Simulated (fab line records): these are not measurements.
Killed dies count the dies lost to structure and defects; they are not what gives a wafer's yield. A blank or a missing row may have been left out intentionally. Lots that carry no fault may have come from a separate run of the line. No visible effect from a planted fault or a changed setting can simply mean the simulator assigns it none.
Comparing a struck lot with a sound one -- flow rit cmos -- 19 steps out of a route of 202
Sound: the wafers L231.2, L231.3, L231.5. The struck wafers were L242.1, L242.2, L242.6. The cause comes at the end.
Each step with rows lists, per side, the tool, then ch with its chambers, then its first start. Under that, the readings that differ: sound wafers -- struck wafers -- difference of the means -- sigmas: that difference in standard deviations of wafers without a fault.
alike: readings whose means differ by less than 2 such deviations, and words and numbers that are the same on both sides. not compared: withheld readings, readings that some wafer has no value for, bounds like >300 that may hide the same value, and numbers for which the record gives no deviation and whose values overlap.
A row with sigmas, a row that says differs or no value, or rows on one side alone: a step with any of these is where the two part. When numbers do not overlap yet have no deviation, they are printed without sigmas and do not part them. A reading that every wafer of one side lacks parts them only if that side has two wafers or more.

first, 1 step without rows for these wafers: RIT_SILICIDE_WET_ETCH_00 (etches SiO2 in BOE, target depth 14 nm, time 15 s).
RIT_SILICIDE_SPUTTER_01: material Ti, target thk 30 nm, time 240 s.
  sound: pvd sputter-01 at day 4 04:04; struck: pvd sputter-03 at day 6 08:04
  alike: substrate temp c, throttle valve pct
RIT_SILICIDE_RS_MEAS_02: a four-point-probe measurement.
  sound: film metro-02 at day 4 04:14; struck: film metro-04 at day 6 08:13
  alike: SILICIDE_TI_RS
RIT_SILICIDE_THK_MEAS_03: measures by xrf.
  sound: film metro-02 at day 4 04:21; struck: film metro-04 at day 6 08:20
  alike: SILICIDE_TI_THK
RIT_SILICIDE_RTA_04: time 10 s, ramp up 5 s, ramp down 5 s.
  sound on rtp anneal-02 ch 0, day 4 04:25; struck on rtp anneal-01 ch 0, day 6 08:23
  alike: wafer_temp_C_max
then, 1 step without rows for these wafers: RIT_SILICIDE_WET_ETCH_05 (etches Ti in SPM, time 120 s).
RIT_SILICIDE_RTA_06: time 10 s, ramp up 5 s, ramp down 10 s.
  sound on rtp anneal-01 ch 0, day 4 04:32; struck on rtp anneal-02 ch 0, day 6 08:30
reading,sound,struck,difference,sigmas
wafer_temp_C_max,751.3 751.9 751.3,752.8 752.6 753.0,+1.3,+2
RIT_CONTACT_CVD_00: deposits SiO2 from TEOS, target thk 400 nm, time 61 s.
  sound on pecvd-02 ch 0,1,2, day 4 04:35; struck on pecvd-04 ch 0,1,2, day 6 08:34
  alike: heater power w
RIT_CONTACT_THK_MEAS_01:
  sound: film metro-01 at day 4 04:38; struck: film metro-04 at day 6 08:37
  alike: CONTACT_TEOS_THK
then, 3 steps without rows for these wafers: RIT_CONTACT_HMDS_02 (prime time 60 s); RIT_CONTACT_COAT_03 (resist thk 1000 nm); RIT_CONTACT_SOFTBAKE_04 (time 60 s).
RIT_CONTACT_EXPOSE_05: exposes mask M11, target cd 1000 nm.
  sound on iline stepper-02 ch 0, day 4 05:10; struck on iline stepper-01 ch 0, day 6 09:16
reading,sound,struck,difference,sigmas
model.CONTACT.overlay x nm (nm),-0.4053 -0.4053 -0.4053,-151 -151 -151,-151,
  alike: mask, focus offset nm
then, 2 steps without rows for these wafers: RIT_CONTACT_PEB_06; RIT_CONTACT_DEVELOP_07 (develop time 120 s).
RIT_CONTACT_CD_MEAS_08: the cd target is 1000 nm.
  sound: cd sem-01 at day 4 05:41; struck: cd sem-02 at day 6 09:46
reading,sound,struck,difference,sigmas
cd nm (nm),997.3 997.5 998.8,1004.3 1002.7 1003.2,+5.5,+2
RIT_CONTACT_OVL_MEAS_09:
  sound: overlay-01 at day 4 05:47; struck: overlay-01 at day 6 09:53
reading,sound,struck,difference,sigmas
CONTACT_OVL (nm),-1.9 -0.1 -0.2,-151.4 -150.8 -152.7,-150.9,-99 or more
then, 1 step without rows for these wafers: RIT_CONTACT_HARDBAKE_10 (time 60 s).
RIT_M1_PROBE_99:
  sound: prober-01 at day 4 11:07; struck: prober-02 at day 6 15:04
reading,sound,struck,difference,sigmas
model.etest.contact to gate.bv left v (V),90.89 92.83 90.89,12.23 15.54 11.11,-78.58,
model.etest.contact to gate.bv right v (V),91.11 90.49 89.68,163.9 168.6 165.9,+75.7,
  alike: killed at contacts, killed at front end, killed dies, killed open, killed short

## WHERE THEY PART
Earliest at RIT_SILICIDE_RTA_06; latest, in this record, at RIT_CONTACT_OVL_MEAS_09. Later steps at which nothing parts them and some readings are alike: RIT_M1_PROBE_99.

WHY: whatever the simulator had introduced
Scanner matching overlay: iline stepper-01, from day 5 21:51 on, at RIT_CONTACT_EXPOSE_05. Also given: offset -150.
